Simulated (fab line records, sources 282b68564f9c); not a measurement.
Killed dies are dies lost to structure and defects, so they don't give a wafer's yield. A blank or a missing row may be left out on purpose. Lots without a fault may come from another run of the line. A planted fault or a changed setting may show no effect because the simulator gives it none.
A struck lot beside a sound one | flow rit_cmos | 21 steps out of a route of 202
Sound: wafers L739.1, L739.2, L739.4. Struck: wafers L733.1, L733.2, L733.6. The cause comes at the end.
At each step with rows: each side's tool, then ch and its chambers, then its first start. Under that, the readings that differ: sound wafers | struck wafers | difference of the means | sigmas: that difference in standard deviations of wafers without a fault.
alike: readings whose means differ by less than 2 such deviations, and words and numbers that are the same on both sides. not compared: withheld readings, readings that some wafer has no value for, bounds like >300 that may hide the same value, and numbers for which the record gives no deviation and whose values overlap.
The two part at a step that has a row with sigmas, a row that says differs or no value, or rows on one side only. Numbers that don't overlap but have no deviation are shown without sigmas and don't part them. A reading that every wafer of one side lacks parts them only if that side has two wafers or more.

first, 2 steps without rows for these wafers: RIT_ACTIVE_CLEAN_17 (cleans in SC2, time 600 s); RIT_FOX1_OXIDATION_00 (target thk 350.7 nm, ox time 1130 s).
RIT_FOX1_THK_MEAS_01:
  sound on film_metro-01, day 3 20:44; struck on film_metro-04, day 2 14:22
  alike: FOX1_OXIDE_THK
then, 2 steps without rows for these wafers: RIT_FOX1_WET_ETCH_02 (etches SiO2 in BOE, target depth 350 nm, time 390 s); RIT_FOX2_OXIDATION_00 (target thk 350.7 nm, ox time 1130 s).
RIT_FOX2_THK_MEAS_01:
  sound on film_metro-04, day 3 22:51; struck on film_metro-04, day 2 15:52
  reading             | sound       | struck      | difference | sigmas
  FOX2_OXIDE_THK (nm) | 361 353 359 | 344 343 345 | -14        | -2
then, 2 steps without rows for these wafers: RIT_FOX2_CLEAN_02 (cleans in dHF, time 180 s); RIT_FOX2_WET_ETCH_03 (etches Si3N4 in H3PO4, target depth 195 nm, time 2801 s).
RIT_FOX2_THK_MEAS_90:
  sound on film_metro-01, day 3 23:43; struck on film_metro-04, day 2 16:44
  reading                     | sound       | struck      | difference | sigmas
  FIELD_OXIDE_LEFT_1_THK (nm) | 333 326 331 | 316 315 317 | -14        | -2
then, 3 steps without rows for these wafers: RIT_NWELL_HMDS_00 (prime time 60 s); RIT_NWELL_COAT_01 (resist thk 1300 nm); RIT_NWELL_SOFTBAKE_02 (time 60 s).
RIT_NWELL_EXPOSE_03: exposes mask M2, target cd 43900 nm.
  sound on iline_stepper-02 ch 0, day 4 00:19; struck on iline_stepper-02 ch 0, day 2 17:28
  reading | sound          | struck         | difference | sigmas
  mask    | M2#0 M2#0 M2#0 | M3#0 M3#0 M3#0 | differs    |
then, 2 steps without rows for these wafers: RIT_NWELL_PEB_04; RIT_NWELL_DEVELOP_05 (develop time 68 s).
RIT_NWELL_OVL_MEAS_06:
  sound on overlay-01, day 4 00:45; struck on overlay-01, day 2 17:54
  reading        | sound         | struck | difference                    | sigmas
  NWELL_OVL (nm) | -1.6 -0.5 1.3 | - - -  | no value on the struck wafers |
then, 2 steps without rows for these wafers: RIT_NWELL_HARDBAKE_07 (time 120 s); RIT_NWELL_IMPLANT_08.
RIT_NWELL_STRIP_09: strips in O2, time 180 s.
  sound on plasma_asher-03 ch 0,1, day 4 01:11; struck on plasma_asher-01 ch 0,1, day 2 18:20
  alike: drypump_motor_current_A
  not compared: rf_hours_counter_h
RIT_NWELL_TW_MEAS_10:
  sound on film_metro-03, day 4 01:22; struck on film_metro-02, day 2 18:44
  reading  | sound          | struck   | difference | sigmas
  NWELL_TW | 2151 2148 2135 | 30 30 30 | -2115      | -99 or more
  not compared: hold
RIT_M1_PROBE_99:
  the record has rows for the sound wafers here (prober-01, day 5 16:10) and none for the struck ones

WHERE THEY PART
First at RIT_FOX2_THK_MEAS_01; last, within this record, at RIT_M1_PROBE_99.

WHY: what the simulator had put in
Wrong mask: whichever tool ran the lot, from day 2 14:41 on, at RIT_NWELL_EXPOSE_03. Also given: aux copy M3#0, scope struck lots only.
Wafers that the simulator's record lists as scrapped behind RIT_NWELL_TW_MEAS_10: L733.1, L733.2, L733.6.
